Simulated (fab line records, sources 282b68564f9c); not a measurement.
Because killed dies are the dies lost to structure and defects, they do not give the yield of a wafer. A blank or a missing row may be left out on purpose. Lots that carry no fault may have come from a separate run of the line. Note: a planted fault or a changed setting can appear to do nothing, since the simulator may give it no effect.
A lot that was struck, set against a sound lot :: flow rit_cmos :: 18 steps out of a route of 202
Sound: the wafers L884.1, L884.3, L884.5. Wafers L888.1, L888.4, L888.6 were the ones struck. The cause is given at the end.
Each step with rows lists, per side, the tool, then ch with its chambers, then its first start. Under that, the readings that differ: sound wafers :: struck wafers :: difference of the means :: sigmas: that difference in standard deviations of wafers without a fault.
alike: readings with means less than 2 such deviations apart, plus words and numbers identical on both sides. not compared: withheld readings, readings lacking a value on some wafer, bounds such as >300 that could conceal the same value, and numbers that have no deviation in the record and whose values overlap.
Wherever a step has rows on one side only, a row that says differs or no value, or a row with sigmas, the two part there. Numbers that have no deviation but don't overlap get no sigmas and don't part them. A reading missing from all wafers of one side parts the sides only when that side holds two or more wafers.

first, 2 steps without rows for these wafers: RIT_ACTIVE_CLEAN_17 (cleans in SC2, time 600 s); RIT_FOX1_OXIDATION_00 (target thk 350.7 nm, ox time 1130 s).
RIT_FOX1_THK_MEAS_01:
  sound on film_metro-01, day 2 09:53; struck on film_metro-02, day 3 04:56
  alike: FOX1_OXIDE_THK
then, 2 steps without rows for these wafers: RIT_FOX1_WET_ETCH_02 (etches SiO2 in BOE, target depth 350 nm, time 390 s); RIT_FOX2_OXIDATION_00 (target thk 350.7 nm, ox time 1130 s).
RIT_FOX2_THK_MEAS_01:
  sound on film_metro-01, day 2 11:23; struck on film_metro-02, day 3 06:26
reading: FOX2_OXIDE_THK (nm)
sound: 369 364 364
struck: 349 352 345
difference: -17
sigmas: -2
then, 2 steps without rows for these wafers: RIT_FOX2_CLEAN_02 (cleans in dHF, time 180 s); RIT_FOX2_WET_ETCH_03 (etches Si3N4 in H3PO4, target depth 195 nm, time 2700 s).
RIT_FOX2_THK_MEAS_90:
  sound on film_metro-02, day 2 12:20; struck on film_metro-02, day 3 07:22
reading: FIELD_OXIDE_LEFT_1_THK (nm)
sound: 342 336 336
struck: 321 324 317
difference: -17
sigmas: -3
then, 3 steps without rows for these wafers: RIT_NWELL_HMDS_00 (prime time 60 s); RIT_NWELL_COAT_01 (resist thk 1321 nm); RIT_NWELL_SOFTBAKE_02 (time 60 s).
RIT_NWELL_EXPOSE_03: exposes mask M2, target cd 43900 nm.
  sound on iline_stepper-01 ch 0, day 2 12:58; struck on iline_stepper-02 ch 0, day 3 08:03
reading: model.NWELL.overlay_x_nm (nm)
sound: -0.8984 -0.8984 -0.8984
struck: -151 -151 -151
difference: -150
sigmas: 
  alike: mask
then, 2 steps without rows for these wafers: RIT_NWELL_PEB_04; RIT_NWELL_DEVELOP_05 (develop time 68 s).
RIT_NWELL_OVL_MEAS_06:
  sound on overlay-02, day 2 13:23; struck on overlay-02, day 3 08:29
reading: NWELL_OVL (nm)
sound: -2.2 -3.0 -3.7
struck: -152.7 -154.3 -154.0
difference: -150.7
sigmas: -99 or more
then, 1 step without rows for these wafers: RIT_NWELL_HARDBAKE_07 (time 120 s).
RIT_M1_PROBE_99:
  the record holds rows for the sound wafers here (prober-01, day 4 04:21) but none for the struck ones

## WHERE THEY PART
First at RIT_FOX2_THK_MEAS_01; last, within this record, at RIT_M1_PROBE_99.

WHY: the cause the simulator had injected
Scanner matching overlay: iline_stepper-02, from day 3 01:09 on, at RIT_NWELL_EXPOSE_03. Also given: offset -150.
